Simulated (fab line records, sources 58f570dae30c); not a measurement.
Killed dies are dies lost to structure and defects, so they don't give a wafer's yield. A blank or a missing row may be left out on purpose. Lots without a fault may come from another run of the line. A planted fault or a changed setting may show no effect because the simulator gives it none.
Which tool did it? | flow berkeley_cmos170 | 7 lots, 21 wafers sampled, at 2 steps of a route of 331

WHAT THE GAUGES READ, wafer by wafer
UCB170_GATE_THK_MEAS_05.
lot  | measured     | on            | GATE_POLY_THK (nm)
L671 | day 5 20:50  | film_metro-03 | 213.9 214.2 214.4
L673 | day 7 02:51  | film_metro-03 | 213.6 213.3 213.5
L677 | day 7 14:19  | film_metro-04 | 177.9 175.6 174.7
L680 | day 7 14:16  | film_metro-04 | 178.3 177.7 176.3
L685 | day 9 07:05  | film_metro-04 | 216.1 216.4 216.2
L689 | day 9 20:48  | film_metro-04 | 215.5 215.0 217.3
L691 | day 10 07:17 | film_metro-02 | 212.2 211.5 211.2

WHICH TOOL RAN EACH LOT (tool, then ch and the chambers of the sampled wafers, then the start)
lot  | UCB170_GATE_CVD_04
L671 | lpcvd-02 ch 0, day 5 19:25
L673 | lpcvd-01 ch 0, day 7 01:26
L677 | lpcvd-02 ch 1, day 7 12:52
L680 | lpcvd-02 ch 1, day 7 12:52
L685 | lpcvd-01 ch 0, day 9 05:40
L689 | lpcvd-01 ch 0, day 9 19:24
L691 | lpcvd-01 ch 1, day 10 05:49
- UCB170_GATE_CVD_04: deposits poly-Si from SiH4, time 1440 s, target thk 214 nm.

THE ANSWER, worked out from the rows above alone
Rule: what is usual is taken from the lots themselves. Put in order of their means at a reading, lots are off if they are a third of the lots or fewer, leave a main group of 4 or more, and stand apart from it by a gap of 3 or more times the standard deviation of the main group's means; of several such gaps the widest counts. A main group whose means are all the same, to the digits that the tables above print for the reading, isn't used. A lot without any number at a reading at which 4 lots or more have one is off too. The other lots that the step has rows for count as sound.
Off: L677, L680, at UCB170_GATE_THK_MEAS_05 (GATE_POLY_THK). The main group: mean 214.3 nm, standard deviation 1.7.
A tool fits if, at a process step before that reading, it ran every lot that is off, and no sound lot after the first of them. The gauges at UCB170_GATE_THK_MEAS_05 are tried like those tools. One fits: lpcvd-02 at UCB170_GATE_CVD_04. Its last sound lot is L671 (day 5 19:25), its first lot that is off L677 (day 7 12:52): a fault that began between those two fits.

WHAT THE SIMULATOR HAD PUT IN
Site profile drift: lpcvd-02, from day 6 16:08 on, at UCB170_GATE_CVD_04. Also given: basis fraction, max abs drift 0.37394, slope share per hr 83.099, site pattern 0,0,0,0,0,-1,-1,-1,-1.
Lots struck among those shown: L680, L677. The rule above found the same.
